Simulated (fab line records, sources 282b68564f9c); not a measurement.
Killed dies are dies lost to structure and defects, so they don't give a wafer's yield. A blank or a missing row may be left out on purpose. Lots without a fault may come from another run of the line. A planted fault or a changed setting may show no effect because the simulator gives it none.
Problem report in the 8D (eight disciplines) form, filled by code | flow rit_cmos | the parts of the form that need people (team, actions taken, sign-off) are left out

1. THE PROBLEM
spin_speed_rpm at RIT_GATE_COAT_11 reads a mean of 4042.0 rpm on 6 wafers of 2 lots; wafers without a fault read 4249.8 rpm with a standard deviation of 2.2. That is -94 standard deviations from the usual mean.
The step: resist thk 850 nm.
First seen on wafer L681.3, day 3 19:40, on litho_track-03. The record holds 42 wafers of 14 lots with a number at this step. Rule for "out", or "out of limits": more than 4 standard deviations from the usual mean. The other wafers with a number count as sound.

2. WHAT IT IS AND WHAT IT IS NOT
question                    | is                     | is not
which readings at this step | spin_speed_rpm         | -
which lots                  | L681, L687             | L675, L676, L677, L679, L683, L689, L690, L691, L692, L694, L696, L697
which wafers of those lots  | all that have a number | -
read on which tools         | litho_track-03         | litho_track-01, litho_track-04
when                        | from day 3 19:40       | up to then (12 sound wafers); but 24 sound wafers of L683, L689, L690, L691, L692, L694, L696, L697 came after

3. SUSPECTS, AND WHAT RULES EACH OUT
Counting: a tool at a process step up to the reading stays a suspect if it ran every lot that is out and no sound lot after the first of them.
- litho_track-03 at RIT_GATE_COAT_11 (resist thk 850 nm): kept. It ran every lot that is out, first L681 (day 3 19:40), and no sound lot after that; its last sound lot up to then is L679 (day 3 08:56). Its own readings are out on those wafers: spin_speed_rpm.
Left after counting: litho_track-03 at RIT_GATE_COAT_11.

4. THE CAUSE (what the simulator had put in)
Process parameter drift: litho_track-03, from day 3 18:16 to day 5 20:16, at RIT_GATE_COAT_11. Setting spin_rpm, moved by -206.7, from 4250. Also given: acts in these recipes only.
Counting left only this tool.

5. THE CHAIN OF EFFECTS, in route order
Each row: a reading whose mean over the struck wafers that have a number lies more than 3 standard deviations from the usual. Only readings for which the record gives a usual standard deviation are gone through. hours: the time from each lot's start at the first step in this table that gives one to its start at this step, as a median over the lots. sigmas: the change in usual standard deviations.
hours | step             | reading        | usual      | on struck wafers | change | sigmas
0     | RIT_GATE_COAT_11 | spin_speed_rpm | 4249.8 rpm | 4042.0           | -207.8 | -94
The process steps in it:
- RIT_GATE_COAT_11: resist thk 850 nm.

6. WHAT WOULD HAVE CAUGHT IT SOONER
In this record the first reading out of limits was taken at day 3 19:40, 1 hour after the fault began at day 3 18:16.
